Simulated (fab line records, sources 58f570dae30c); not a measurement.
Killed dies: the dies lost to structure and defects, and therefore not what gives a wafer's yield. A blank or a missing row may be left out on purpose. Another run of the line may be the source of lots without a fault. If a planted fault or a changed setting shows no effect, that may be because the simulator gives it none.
fab line records	flow berkeley-cmos170
[record] lots = 5	wafers = 23
route steps=331 shown M1@244 V1@254 M2@278 V2@306 M3@319
start-h: hours from the record's opening day to when the first of the lot's shown wafers began	wait-h: hours from the lot's prior step to this one	" same as the row above	L1.1+2: several wafers, shown together as one row	- either no value or no given start	* or withheld: withheld	< > ~ a bound
route shown NAME@n: names a module that has steps shown in the file, with the first one's number in the route	usual: average and standard deviation across the fault-free wafers	same: alike in all rows	chamber/n: place in a boat	sites: readings site by site	_std_site: their standard deviation	_edge_site: inner sites' mean taken away from outer sites' mean	radius-mm: for every site, how far away it sits from the centre of the wafer	mask NAME#n: copy n	behind: the most recent tool/chamber to have shaped the wafer	hold: the reason the lot was held/the length of the hold in hours/how it ended	device: which transistor (n, p or np) failed to switch	end of line: the same wafers' tests at the end of the route	a step given without rows: its recipe and nothing more	killed: dies lost to structure and defects at the first sort, not the wafer's yield	map: shows each die of a wafer: x if killed, . if not, _ if none is there
set.NAME: the run value of the setting; set.NAME@STEP: its run value at that earlier step	model.NAME: the simulator's own value behind a step, which no gauge read
lots where settings were altered on purpose, with a table for each step and a row for each wafer
[[steps]]
[step UCB170_M1_EXPOSE_06]
[recipe] mask-id = METAL1	target-cd-nm = 700	na = 0.5	sigma-outer = 0.6	source-shape = conventional	dose-mj = 21
lot.wafer	tool	chamber	start-h	wait-h	mask	set.dose-mj
L074.1+2	krf-scanner-02	0	140.86	-	METAL1#0	21
L074.3+4+6	"	0	"	"	METAL1#0	19.82
L076.1+2+3+5+6	krf-scanner-02	0	156.27	-	METAL1#0	21
L075.1+2+6	krf-scanner-02	0	156.39	-	METAL1#0	21
L075.3+5	"	0	"	"	METAL1#0	20.45
L079.1+2	krf-scanner-01	0	176.37	-	METAL1#0	21
L079.3+5+6	"	0	"	"	METAL1#0	21.95
L084.2+3+5	krf-scanner-01	0	192.53	-	METAL1#0	21
[step UCB170_M1_PEB_07]
[recipe] peb-temp-c = 130	peb-time-s = withheld	resist = KrF
[step UCB170_M1_DEVELOP_08]
[recipe] developer = TMAH	develop-time-s = 45	resist = KrF	dev-temp-c = 21
[step UCB170_M1_CD_MEAS_09]
[recipe] target-cd-nm = 700
[usual] cd-nm = 700.0/1.4
lot.wafer	tool	chamber	start-h	wait-h	set.dose-mj@M1_EXPOSE_06	cd-nm
L074.1	cd-sem-01	-	141.26	-	21	698.5
L074.2	"	-	"	"	21	699.2
L074.3	"	-	"	"	19.82	711.2
L074.4	"	-	"	"	19.82	710.2
L074.6	"	-	"	"	19.82	710.5
L076.1	cd-sem-02	-	157.19	-	21	697.3
L076.2	"	-	"	"	21	696.9
L076.3	"	-	"	"	21	696.7
L076.5	"	-	"	"	21	696.1
L076.6	"	-	"	"	21	697.1
L075.1	cd-sem-01	-	157.27	-	21	701.2
L075.2	"	-	"	"	21	702.4
L075.3	"	-	"	"	20.45	705.3
L075.5	"	-	"	"	20.45	705.4
L075.6	"	-	"	"	21	701.7
L079.1	cd-sem-02	-	176.76	-	21	699.2
L079.2	"	-	"	"	21	700.6
L079.3	"	-	"	"	21.95	691.9
L079.5	"	-	"	"	21.95	691.0
L079.6	"	-	"	"	21.95	691.7
L084.2	cd-sem-01	-	193.70	-	21	699.8
L084.3	"	-	"	"	21	700.7
L084.5	"	-	"	"	21	701.5
[step UCB170_M1_ETCH_11]
[recipe] chemistry = N2/H2	target-depth-a = withheld	overetch-a = withheld	target = BARC	time-s = withheld	source-w = 500	bias-w = 100	pressure-mtorr = 30	n2-flow-sccm = 100	h2-flow-sccm = 200
lot.wafer	tool	chamber	start-h	wait-h	set.dose-mj@M1_EXPOSE_06	model.M1.cd-nm
L074.1	rie-diel-02	0	141.41	0.0	21	698.5
L074.2	"	2	"	"	21	700.1
L074.3	"	1	"	"	19.82	711.7
L074.4	"	3	"	"	19.82	710.1
L074.6	"	1	"	"	19.82	710.6
L076.1	rie-diel-02	3	157.35	0.0	21	697.2
L076.2	"	1	"	"	21	696.8
L076.3	"	0	"	"	21	696
L076.5	"	1	"	"	21	696.4
L076.6	"	3	"	"	21	696.6
L075.1	rie-diel-01	2	157.42	0.0	21	701.5
L075.2	"	1	"	"	21	702.7
L075.3	"	3	"	"	20.45	705.3
L075.5	"	2	"	"	20.45	705.8
L075.6	"	3	"	"	21	701.6
L079.1	rie-diel-04	3	176.92	0.0	21	698.1
L079.2	"	2	"	"	21	700.7
L079.3	"	0	"	"	21.95	691.1
L079.5	"	2	"	"	21.95	690.5
L079.6	"	1	"	"	21.95	690.7
L084.2	rie-diel-04	1	193.84	0.0	21	699.5
L084.3	"	0	"	"	21	700.7
L084.5	"	0	"	"	21	701.4
[step UCB170_M1_METAL_ETCH_12]
[recipe] chemistry = Cl2/BCl3	target = Al	stop-on = PSG	pressure-mtorr = 12	target-depth-a = 7800	over-etch-frac = 0.3	time-s = 130	icp-w = 600	bias-w = 120	Cl2_flow_sccm = 90	bcl3-flow-sccm = 45
lot.wafer	tool	chamber	start-h	wait-h	set.dose-mj@M1_EXPOSE_06	model.M1.cd-nm
L074.1	rie-metal-04	1	141.45	-	21	697.5
L074.2	"	0	"	"	21	701.4
L074.3	"	0	"	"	19.82	711.7
L074.4	"	1	"	"	19.82	708.8
L074.6	"	1	"	"	19.82	709.2
L076.1	rie-metal-04	0	157.39	-	21	696.7
L076.2+5	"	1	"	"	21	697.7
L076.3	"	0	"	"	21	697.2
L076.6	"	0	"	"	21	698.3
L075.1	rie-metal-03	0	157.47	-	21	699
L075.2	"	1	"	"	21	701.5
L075.3	"	0	"	"	20.45	704.2
L075.5	"	1	"	"	20.45	705.5
L075.6	"	0	"	"	21	699.7
L079.1	rie-metal-01	1	176.96	-	21	696.8
L079.2	"	0	"	"	21	700.3
L079.3	"	0	"	"	21.95	689.6
L079.5	"	0	"	"	21.95	690.3
L079.6	"	1	"	"	21.95	691.9
L084.2	rie-metal-01	0	193.88	-	21	699.4
L084.3	"	1	"	"	21	700.5
L084.5	"	0	"	"	21	700.7
[step UCB170_M1_STRIP_13]
[recipe] chemistry = O2	power-w = 400	pressure-mtorr = 3500	platen-temp-c = withheld	o2-flow-sccm = 400	overash-fraction = 0.5
[step UCB170_M1_CD_MEAS_90]
[recipe] target-cd-nm = 700
[usual] cd-nm = 699.6/2.1
lot.wafer	tool	chamber	start-h	wait-h	set.dose-mj@M1_EXPOSE_06	cd-nm
L074.1	cd-sem-02	-	141.69	0.1	21	697.4
L074.2	"	-	"	"	21	701.5
L074.3	"	-	"	"	19.82	711.8
L074.4	"	-	"	"	19.82	708.9
L074.6	"	-	"	"	19.82	709.3
L076.1	cd-sem-02	-	157.62	0.1	21	697.2
L076.2	"	-	"	"	21	697.9
L076.3	"	-	"	"	21	697.2
L076.5	"	-	"	"	21	697.6
L076.6	"	-	"	"	21	698.4
L075.1	cd-sem-01	-	157.70	0.1	21	699.4
L075.2	"	-	"	"	21	701.7
L075.3	"	-	"	"	20.45	704.2
L075.5	"	-	"	"	20.45	705.2
L075.6	"	-	"	"	21	699.5
L079.1	cd-sem-02	-	177.21	0.1	21	696.6
L079.2	"	-	"	"	21	699.9
L079.3	"	-	"	"	21.95	689.9
L079.5	"	-	"	"	21.95	690.4
L079.6	"	-	"	"	21.95	692.1
L084.2	cd-sem-01	-	194.13	0.1	21	699.3
L084.3	"	-	"	"	21	700.3
L084.5	"	-	"	"	21	700.6
[step UCB170_V1_CVD_00]
[recipe] material = SiO2	target-thk-nm = 2000	temp-c = 390	precursor = TEOS/O2	time-s = 250	rf-w = 550	pressure-mtorr = 9000
lot.wafer	tool	chamber	start-h	wait-h	set.time-s	model.SiO2_of_V1_CVD_00.thk-nm
L074.1	pecvd-02	1	146.07	0.0	280.3	2215
L074.2	"	2	"	"	250	1958
L074.3	"	0	"	"	280.3	2199
L074.4	"	1	"	"	250	1991
L074.6	"	0	"	"	250	1989
L075.1	pecvd-03	0	160.92	0.0	250	1993
L075.2	"	1	"	"	250	1945
L075.3	"	2	"	"	250	1994
L075.5	"	1	"	"	250	1990
L075.6	"	2	"	"	250	2025
L076.1+2	pecvd-02	1,2	160.92	0.0	273.2	2177
L076.3	"	0	"	"	250	1986
L076.5	"	2	"	"	250	2012
L076.6	"	1	"	"	273.2	2187
L079.1	pecvd-03	1	181.78	0.0	250	1988
L079.2	"	0	"	"	250	1982
L079.3	"	2	"	"	250	1992
L079.5	"	2	"	"	250	2010
L079.6	"	1	"	"	250	2016
L084.2	pecvd-04	2	198.48	0.0	250	1998
L084.3	"	1	"	"	250	1989
L084.5	"	0	"	"	250	2017
[step UCB170_V1_THK_MEAS_01]
[recipe] reads = SiO2_of_V1_CVD_00
[usual] V1_TEOS_THK = 1997/22
lot.wafer	tool	chamber	start-h	wait-h	set.time-s@V1_CVD_00	V1_TEOS_THK[nm]
L074.1	film-metro-02	-	146.23	0.1	280.3	2215
L074.2	"	-	"	"	250	1958
L074.3	"	-	"	"	280.3	2198
L074.4	"	-	"	"	250	1991
L074.6	"	-	"	"	250	1989
L075.1	film-metro-01	-	161.08	0.1	250	1992
L075.2	"	-	"	"	250	1945
L075.3	"	-	"	"	250	1994
L075.5	"	-	"	"	250	1990
L075.6	"	-	"	"	250	2023
L076.1	film-metro-02	-	161.08	0.1	273.2	2178
L076.2	"	-	"	"	273.2	2177
L076.3	"	-	"	"	250	1986
L076.5	"	-	"	"	250	2012
L076.6	"	-	"	"	273.2	2189
L079.1	film-metro-01	-	181.94	0.1	250	1988
L079.2	"	-	"	"	250	1980
L079.3	"	-	"	"	250	1992
L079.5	"	-	"	"	250	2010
L079.6	"	-	"	"	250	2015
L084.2	film-metro-01	-	198.64	0.1	250	1999
L084.3	"	-	"	"	250	1989
L084.5	"	-	"	"	250	2015
[step UCB170_M2_STRIP_07]
[recipe] chemistry = O2	power-w = 400	pressure-mtorr = 3500	platen-temp-c = withheld	o2-flow-sccm = 400	overash-fraction = 0.5
[usual] strip-time-to-endpoint-s = 21.99/0.055
lot.wafer	tool	chamber	start-h	wait-h	set.o2-flow-sccm	strip-time-to-endpoint-s
L074.1	plasma-asher-02	1	149.74	0.1	400	22.09
L074.2	"	0	"	"	422.7	21.92
L074.3	"	1	"	"	400	22.02
L074.4	"	0	"	"	400	22.11
L074.6	"	1	"	"	422.7	21.89
L076.1	plasma-asher-02	0	167.69	0.1	400	22.06
L076.2	"	1	"	"	343.2	22.52
L076.3	"	0	"	"	343.2	22.50
L076.5	"	0	"	"	400	21.98
L076.6	"	1	"	"	343.2	22.51
L075.1	plasma-asher-02	0	168.14	0.1	400	21.90
L075.2	"	1	"	"	400	21.92
L075.3	"	1	"	"	355.2	22.32
L075.5	"	1	"	"	355.2	22.27
L075.6	"	0	"	"	355.2	22.30
L079.1	plasma-asher-02	1	185.84	0.1	400	22.02
L079.2	"	0	"	"	372.5	22.26
L079.3	"	1	"	"	400	21.98
L079.5	"	0	"	"	372.5	22.25
L079.6	"	1	"	"	372.5	22.26
L084.2	plasma-asher-03	1	201.99	0.1	400	22.02
L084.3	"	0	"	"	400	22.07
L084.5	"	0	"	"	400	21.98
[step UCB170_M2_METAL_ETCH_18]
[recipe] chemistry = Cl2/BCl3	target = Al	stop-on = SiO2	pressure-mtorr = 12	target-depth-a = 11700	over-etch-frac = 0.3	time-s = 195	icp-w = 600	bias-w = 120	Cl2_flow_sccm = 90	bcl3-flow-sccm = 45
lot.wafer	tool	chamber	start-h	wait-h	set.icp-w	model.KrF_of_M2_COAT_10.thk-nm	model.SiO2_of_V1_CVD_00.thk-nm
L074.1	rie-metal-03	0	151.42	-	600	199.3	936.6
L074.2	"	1	"	"	600	202.8	937.3
L074.3	"	0	"	"	600	197.2	937.9
L074.4	"	1	"	"	600	204.4	937.1
L074.6	"	1	"	"	600	201.6	938
L076.1	rie-metal-03	1	170.47	-	600	198.9	938
L076.2	"	0	"	"	556.4	252.9	942.3
L076.3	"	0	"	"	600	215.1	938.1
L076.5	"	1	"	"	556.4	246.5	941.6
L076.6	"	0	"	"	600	204.8	939.1
L075.1	rie-metal-02	0	170.82	-	600	196.7	937.3
L075.2	"	0	"	"	600	196.5	939.9
L075.3	"	0	"	"	600	195.4	938.6
L075.5	"	0	"	"	600	201.6	937.5
L075.6	"	0	"	"	600	195.5	938
L079.1	rie-metal-04	0	187.15	-	600	215.4	938.7
L079.2	"	1	"	"	663.5	139	930.9
L079.3	"	1	"	"	600	205.9	937.8
L079.5	"	0	"	"	663.5	153.7	931.2
L079.6	"	1	"	"	600	204.4	936.8
L084.2	rie-metal-03	1	204.28	-	600	200.5	938.1
L084.3	"	1	"	"	600	192.7	937.7
L084.5	"	1	"	"	600	196.3	937.2
[step UCB170_M2_STRIP_19]
[recipe] chemistry = O2	power-w = 400	pressure-mtorr = 3500	platen-temp-c = withheld	o2-flow-sccm = 400	overash-fraction = 0.5
[usual] oes-product-au = 0.534/0.0094
lot.wafer	tool	chamber	start-h	wait-h	set.icp-w@M2_METAL_ETCH_18	oes-product-au
L074.1	plasma-asher-02	1	151.61	0.1	600	0.523
L074.2	"	0	"	"	600	0.527
L074.3	"	1	"	"	600	0.529
L074.4	"	0	"	"	600	0.537
L074.6	"	1	"	"	600	0.528
L076.1	plasma-asher-02	1	170.66	0.1	600	0.527
L076.2	"	0	"	"	556.4	0.589
L076.3	"	0	"	"	600	0.551
L076.5	"	1	"	"	556.4	0.577
L076.6	"	0	"	"	600	0.542
L075.1	plasma-asher-04	0	171.20	0.3	600	0.524
L075.2	"	1	"	"	600	0.536
L075.3	"	1	"	"	600	0.520
L075.5	"	0	"	"	600	0.526
L075.6	"	1	"	"	600	0.522
L079.1	plasma-asher-04	1	187.34	0.1	600	0.549
L079.2	"	0	"	"	663.5	0.464
L079.3	"	0	"	"	600	0.534
L079.5	"	1	"	"	663.5	0.480
L079.6	"	0	"	"	600	0.536
L084.2	plasma-asher-04	1	204.59	0.2	600	0.533
L084.3	"	1	"	"	600	0.527
L084.5	"	0	"	"	600	0.529
[step UCB170_V2_ETCH_14]
[recipe] chemistry = CHF3/CF4/Ar	target = SiO2	stop-on = Al	CHF3_flow_sccm = 45	cf4-flow-sccm = 15	Ar_flow_sccm = 150	pressure-mtorr = 200	rf-w = 700	target-depth-a = 12500	over-etch-frac = 0.25	time-s = 291
lot.wafer	tool	chamber	start-h	wait-h	set.rf-w
L074.1+2+6	rie-diel-03	0,1,0	154.56	0.0	700
L074.3+4	"	3,2	"	"	618.1
L076.1+3	rie-diel-01	2,3	172.98	0.0	700
L076.2+5+6	"	1,0,1	"	"	760.6
L075.1+3+6	rie-diel-01	2,1,1	173.53	0.0	625.1
L075.2+5	"	3,2	"	"	700
L079.1+2+3+5+6	rie-diel-03	2,0,3,1,2	190.13	0.0	700
L084.2+3+5	rie-diel-03	1,0,2	206.76	0.0	700
[step UCB170_V2_STRIP_15]
[recipe] chemistry = O2	power-w = 400	pressure-mtorr = 3500	platen-temp-c = withheld	o2-flow-sccm = 400	overash-fraction = 0.5
[usual] strip-time-to-endpoint-s = 15.35/0.084
lot.wafer	tool	chamber	start-h	wait-h	set.rf-w@V2_ETCH_14	strip-time-to-endpoint-s
L074.1	plasma-asher-02	0	154.73	0.1	700	15.29
L074.2	"	1	"	"	700	15.24
L074.3	"	1	"	"	618.1	15.67
L074.4	"	0	"	"	618.1	15.76
L074.6	"	1	"	"	700	15.26
L076.1	plasma-asher-02	1	173.15	0.1	700	15.43
L076.2	"	0	"	"	760.6	15.18
L076.3	"	0	"	"	700	15.32
L076.5	"	0	"	"	760.6	15.03
L076.6	"	1	"	"	760.6	15.07
L075.1	plasma-asher-01	1	173.71	0.1	625.1	15.76
L075.2	"	0	"	"	700	15.38
L075.3	"	1	"	"	625.1	15.89
L075.5	"	0	"	"	700	15.39
L075.6	"	1	"	"	625.1	15.86
L079.1	plasma-asher-02	1	190.31	0.1	700	15.22
L079.2	"	0	"	"	700	15.08
L079.3	"	0	"	"	700	15.12
L079.5	"	1	"	"	700	15.12
L079.6	"	0	"	"	700	15.22
L084.2	plasma-asher-01	1	206.94	0.1	700	15.31
L084.3	"	0	"	"	700	15.42
L084.5	"	0	"	"	700	15.30
[step UCB170_M3_COAT_10]
[recipe] resist = KrF	spin-rpm = 1500	resist-thk-nm = 900
lot.wafer	tool	chamber	start-h	wait-h	set.resist-thk-nm	model.KrF_of_M3_COAT_10.thk-nm
L074.1	litho-track-01	0	-	-	900	897.6
L074.2	"	0	"	"	885	885.4
L074.3	"	0	"	"	900	899.5
L074.4	"	0	"	"	885	884.5
L074.6	"	0	"	"	900	898.4
L076.1	litho-track-03	0	-	-	920.1	916.7
L076.2	"	0	"	"	900	900.5
L076.3	"	0	"	"	900	900.4
L076.5	"	0	"	"	900	899.4
L076.6	"	0	"	"	920.1	919.7
L075.1	litho-track-01	0	-	-	856.8	853.3
L075.2	"	0	"	"	900	896
L075.3	"	0	"	"	900	896.8
L075.5	"	0	"	"	856.8	855.7
L075.6	"	0	"	"	856.8	849.9
L079.1	litho-track-01	0	-	-	900	897.6
L079.2	"	0	"	"	900	900.7
L079.3	"	0	"	"	873.5	870.4
L079.5	"	0	"	"	873.5	871.5
L079.6	"	0	"	"	900	897.3
L084.2	litho-track-03	0	-	-	900	899.8
L084.3	"	0	"	"	900	897.3
L084.5	"	0	"	"	900	897.8
[[key]]
[split] step = UCB170_M1_EXPOSE_06	setting = dose-mj	stated = 21	by = wafer
[response] step = UCB170_M1_CD_MEAS_09	reading = cd-nm	change = -1.93	per = 1%	r = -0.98
[response] step = UCB170_M1_ETCH_11	reading = model.M1.cd-nm	change = -1.92	per = 1%	r = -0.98
[response] step = UCB170_M1_METAL_ETCH_12	reading = model.M1.cd-nm	change = -1.82	per = 1%	r = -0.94
[response] step = UCB170_M1_CD_MEAS_90	reading = cd-nm	change = -1.77	per = 1%	r = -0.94
[split] step = UCB170_V1_CVD_00	setting = time-s	stated = 250	by = wafer
[response] step = UCB170_V1_CVD_00	reading = model.SiO2_of_V1_CVD_00.thk-nm	change = +19.1	per = 1%	r = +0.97
[response] step = UCB170_V1_THK_MEAS_01	reading = V1_TEOS_THK	change = +19.1	per = 1%	r = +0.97
[split] step = UCB170_M2_STRIP_07	setting = o2-flow-sccm	stated = 400	by = wafer
[response] step = UCB170_M2_STRIP_07	reading = strip-time-to-endpoint-s	change = *	per = 1%	r = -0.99
[split] step = UCB170_M2_METAL_ETCH_18	setting = icp-w	stated = 600	by = wafer
[response] step = UCB170_M2_METAL_ETCH_18	reading = model.KrF_of_M2_COAT_10.thk-nm	change = -5.91	per = 1%	r = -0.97
[response] step = UCB170_M2_METAL_ETCH_18	reading = model.SiO2_of_V1_CVD_00.thk-nm	change = -0.591	per = 1%	r = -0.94
[response] step = UCB170_M2_STRIP_19	reading = oes-product-au	change = -0.00623	per = 1%	r = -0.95
[split] step = UCB170_V2_ETCH_14	setting = rf-w	stated = 700	by = wafer
[response] step = UCB170_V2_STRIP_15	reading = strip-time-to-endpoint-s	change = *	per = 1%	r = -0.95
[split] step = UCB170_M3_COAT_10	setting = resist-thk-nm	stated = 900	by = wafer
[response] step = UCB170_M3_COAT_10	reading = model.KrF_of_M3_COAT_10.thk-nm	change = +8.94	per = 1%	r = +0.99
